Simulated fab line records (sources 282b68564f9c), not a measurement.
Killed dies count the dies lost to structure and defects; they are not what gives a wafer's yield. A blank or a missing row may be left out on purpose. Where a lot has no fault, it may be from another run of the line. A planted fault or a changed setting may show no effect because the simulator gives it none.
Chamber matching / flow rit-cmos / RIT_CONTACT_CVD_00 on pecvd-03: 3 sister chambers
The step deposits SiO2 from TEOS, target thk 400 nm, time 61 s. 3 wafers are shown with their chamber, then 7 later ones without.

WAFERS PAIRED WITH THEIR CHAMBERS
wafer=L487.4; chamber=2; heater-power-w (W)=431
wafer=L503.2; chamber=0; heater-power-w (W)=332
wafer=L503.3; chamber=1; heater-power-w (W)=269

WAFERS WITH NO CHAMBER GIVEN
wafer=L503.5; heater-power-w (W)=438
wafer=L506.2; heater-power-w (W)=431
wafer=L506.4; heater-power-w (W)=336
wafer=L506.5; heater-power-w (W)=241
wafer=L509.3; heater-power-w (W)=206
wafer=L509.5; heater-power-w (W)=223
wafer=L509.6; heater-power-w (W)=354

WHICH CHAMBER EACH WENT THROUGH
wafer=L503.5; from the rows above=2; in truth=2
wafer=L506.2; from the rows above=2; in truth=2
wafer=L506.4; from the rows above=can't be placed: 0 or 1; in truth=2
wafer=L506.5; from the rows above=can't be placed: 1 or 0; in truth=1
wafer=L509.3; from the rows above=can't be placed: 1 or 0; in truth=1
wafer=L509.5; from the rows above=can't be placed: 1 or 0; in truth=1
wafer=L509.6; from the rows above=can't be placed: 0 or 2 or 1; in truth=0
Correctly placed: 2 of 7. These rows do not allow placing 5 (true chamber among the candidates in 4). Wrongly placed: 0.
How it was worked out, from the rows above alone: a wafer's distance from a chamber is the root of the sum, over the readings, of the square of ((its reading less the chamber's mean) divided by the reading's scatter). If the next closest chamber is less than 2 further off than the closest, the wafer can't be placed; otherwise it belongs to the closest. The mean given for a chamber averages the wafers shown for that chamber. The scatter (one wafer shown for each chamber): square how far every hidden wafer sits from the nearest shown wafer, average those squares and take the square root.
